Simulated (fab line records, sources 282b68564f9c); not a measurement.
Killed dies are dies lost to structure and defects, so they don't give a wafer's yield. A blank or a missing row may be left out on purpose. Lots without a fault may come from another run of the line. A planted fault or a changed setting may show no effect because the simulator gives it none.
Which tool did it? | flow rit_cmos | 16 lots, 48 wafers sampled, at 4 steps of a route of 202

WHAT THE GAUGES READ, wafer by wafer
RIT_M1_OVL_MEAS_10. Usual: M1_OVL -1.2 nm, standard deviation 1.3.
lot  | measured    | on         | M1_OVL (nm)       | flag
L362 | day 3 21:47 | overlay-01 | -3.7 -2.2 -1.2    |
L365 | day 4 11:08 | overlay-01 | -1.2 -2.6 -1.5    |
L366 | day 4 14:13 | overlay-02 | -1.7 -3.1 -1.3    |
L367 | day 4 19:50 | overlay-01 | 0.4 -1.9 -0.3     |
L368 | day 5 02:08 | overlay-02 | -2.2 -1.8 -0.8    |
L370 | day 5 07:56 | overlay-02 | -0.9 -1.6 -1.8    |
L369 | day 5 08:50 | overlay-02 | 1.2 0.0 0.1       |
L371 | day 5 16:31 | overlay-01 | -1.3 -2.1 -2.5    |
L372 | day 5 20:43 | overlay-02 | -3.6 -1.8 -2.8    |
L374 | day 6 04:34 | overlay-02 | -1.5 -3.0 -1.8    |
L375 | day 6 10:55 | overlay-01 | -3.4 -2.0 -2.2    |
L378 | day 7 01:22 | overlay-02 | 240.4 239.7 239.1 | OFF
L380 | day 7 10:55 | overlay-02 | -0.1 -0.4 -1.6    |
L381 | day 7 17:53 | overlay-02 | 238.6 239.1 238.8 | OFF
L382 | day 7 21:54 | overlay-01 | 237.3 237.9 238.7 | OFF
L383 | day 8 02:10 | overlay-01 | 239.6 238.7 239.3 | OFF

WHICH TOOL RAN EACH LOT (tool, then ch and the chambers of the sampled wafers, then the start)
lot  | RIT_NRETRO_STRIP_09                 | RIT_CONTACT_STRIP_12                | RIT_M1_EXPOSE_06
L362 | plasma_asher-04 ch 0,1, day 2 15:28 | plasma_asher-02 ch 0,1, day 3 19:32 | iline_stepper-01 ch 0, day 3 21:14
L365 | plasma_asher-04 ch 0,1, day 3 07:32 | plasma_asher-02 ch 0, day 4 08:53   | iline_stepper-02 ch 0, day 4 10:35
L366 | plasma_asher-04 ch 1, day 3 11:50   | plasma_asher-02 ch 0,1, day 4 11:52 | iline_stepper-01 ch 0, day 4 13:37
L367 | plasma_asher-02 ch 0,1, day 3 16:56 | plasma_asher-02 ch 0,1, day 4 17:43 | iline_stepper-01 ch 0, day 4 19:17
L368 | plasma_asher-02 ch 0,1, day 3 23:26 | plasma_asher-02 ch 0,1, day 4 23:52 | iline_stepper-01 ch 0, day 5 01:31
L370 | plasma_asher-01 ch 0,1, day 4 04:41 | plasma_asher-02 ch 0,1, day 5 05:40 | iline_stepper-02 ch 0, day 5 07:23
L369 | plasma_asher-02 ch 0, day 4 04:46   | plasma_asher-02 ch 0,1, day 5 06:28 | iline_stepper-01 ch 0, day 5 08:17
L371 | plasma_asher-01 ch 0,1, day 4 12:17 | plasma_asher-03 ch 0,1, day 5 14:15 | iline_stepper-02 ch 0, day 5 15:58
L372 | plasma_asher-02 ch 0,1, day 4 18:15 | plasma_asher-02 ch 0,1, day 5 18:34 | iline_stepper-02 ch 0, day 5 20:11
L374 | plasma_asher-04 ch 0,1, day 5 00:53 | plasma_asher-01 ch 0, day 6 02:16   | iline_stepper-01 ch 0, day 6 04:01
L375 | plasma_asher-04 ch 0,1, day 5 06:05 | plasma_asher-01 ch 0,1, day 6 08:40 | iline_stepper-02 ch 0, day 6 10:22
L378 | plasma_asher-04 ch 0,1, day 5 22:42 | plasma_asher-02 ch 0,1, day 6 23:07 | iline_stepper-01 ch 0, day 7 00:51
L380 | plasma_asher-04 ch 0,1, day 6 09:46 | plasma_asher-01 ch 0,1, day 7 08:46 | iline_stepper-02 ch 0, day 7 10:22
L381 | plasma_asher-04 ch 0,1, day 6 14:13 | plasma_asher-01 ch 1, day 7 15:37   | iline_stepper-01 ch 0, day 7 17:20
L382 | plasma_asher-04 ch 0,1, day 6 19:13 | plasma_asher-02 ch 0,1, day 7 19:45 | iline_stepper-01 ch 0, day 7 21:19
L383 | plasma_asher-01 ch 0,1, day 6 23:47 | plasma_asher-02 ch 0,1, day 8 00:06 | iline_stepper-01 ch 0, day 8 01:39
- RIT_NRETRO_STRIP_09: strips in O2, time 180 s.
- RIT_CONTACT_STRIP_12: strips in O2, time 180 s.
- RIT_M1_EXPOSE_06: exposes mask M12, target cd 2600 nm.

WHAT THE TOOLS THEMSELVES READ (means of the sampled wafers that have a number; where no wafer has one, the mark that the record gives instead)
RIT_NRETRO_STRIP_09. Usual: drypump_motor_current_A 5.90 A, standard deviation 0.29.
lot  | tool            | drypump_motor_current_A (A) | flag
L362 | plasma_asher-04 | 5.83                        |
L365 | plasma_asher-04 | 5.86                        |
L366 | plasma_asher-04 | 5.58                        |
L367 | plasma_asher-02 | 5.90                        |
L368 | plasma_asher-02 | 5.91                        |
L370 | plasma_asher-01 | 5.76                        |
L369 | plasma_asher-02 | 5.94                        |
L371 | plasma_asher-01 | 5.92                        |
L372 | plasma_asher-02 | 5.89                        |
L374 | plasma_asher-04 | 6.02                        |
L375 | plasma_asher-04 | 5.81                        |
L378 | plasma_asher-04 | 5.83                        |
L380 | plasma_asher-04 | 6.05                        |
L381 | plasma_asher-04 | 6.04                        |
L382 | plasma_asher-04 | 6.05                        |
L383 | plasma_asher-01 | 5.90                        |

RIT_CONTACT_STRIP_12. Usual: drypump_motor_current_A 5.92 A, standard deviation 0.18.
lot  | tool            | drypump_motor_current_A (A) | flag
L362 | plasma_asher-02 | 5.90                        |
L365 | plasma_asher-02 | 5.93                        |
L366 | plasma_asher-02 | 5.87                        |
L367 | plasma_asher-02 | 5.91                        |
L368 | plasma_asher-02 | 5.86                        |
L370 | plasma_asher-02 | 5.91                        |
L369 | plasma_asher-02 | 5.91                        |
L371 | plasma_asher-03 | 6.06                        |
L372 | plasma_asher-02 | 5.92                        |
L374 | plasma_asher-01 | 5.57                        |
L375 | plasma_asher-01 | 5.91                        |
L378 | plasma_asher-02 | 5.90                        |
L380 | plasma_asher-01 | 5.73                        |
L381 | plasma_asher-01 | 6.07                        |
L382 | plasma_asher-02 | 5.94                        |
L383 | plasma_asher-02 | 5.90                        |

RIT_M1_EXPOSE_06. Usual: exposure_dose_mJ_cm2 249.96, standard deviation 0.23.
lot  | tool             | exposure_dose_mJ_cm2 | flag
L362 | iline_stepper-01 | 250.10               |
L365 | iline_stepper-02 | 250.09               |
L366 | iline_stepper-01 | 250.16               |
L367 | iline_stepper-01 | 249.91               |
L368 | iline_stepper-01 | 250.42               |
L370 | iline_stepper-02 | 249.75               |
L369 | iline_stepper-01 | 249.51               |
L371 | iline_stepper-02 | 250.07               |
L372 | iline_stepper-02 | 249.65               |
L374 | iline_stepper-01 | 249.78               |
L375 | iline_stepper-02 | 250.04               |
L378 | iline_stepper-01 | 250.23               |
L380 | iline_stepper-02 | 249.74               |
L381 | iline_stepper-01 | 249.97               |
L382 | iline_stepper-01 | 249.91               |
L383 | iline_stepper-01 | 250.08               |

THE ANSWER, worked out from the rows above alone
Rule: a lot is off if the mean of its wafers that have a number lies more than 3 standard deviations from the usual mean. A lot without any number at a reading at which 4 lots or more have one is off too. The other lots that the step has rows for count as sound. The gauges are gone through in route order, then the tools' own readings, and for those a lot's mean is taken as printed above. The first step at which some lot is off is used, and at that step the reading that is off furthest; a lot without a number counts as furthest.
Off: L378, L381, L382, L383, at RIT_M1_OVL_MEAS_10 (M1_OVL).
A tool fits if, at a process step before that reading, it ran every lot that is off, and no sound lot after the first of them. The gauges at RIT_M1_OVL_MEAS_10 are tried like those tools. One fits: iline_stepper-01 at RIT_M1_EXPOSE_06. Its last sound lot is L374 (day 6 04:01), its first lot that is off L378 (day 7 00:51): a fault that began between those two fits.

WHAT THE SIMULATOR HAD PUT IN
Scanner matching overlay: iline_stepper-01, from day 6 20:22 on, at RIT_M1_EXPOSE_06. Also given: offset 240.
Lots struck among those shown: L378, L381, L382, L383. The rule above found the same.
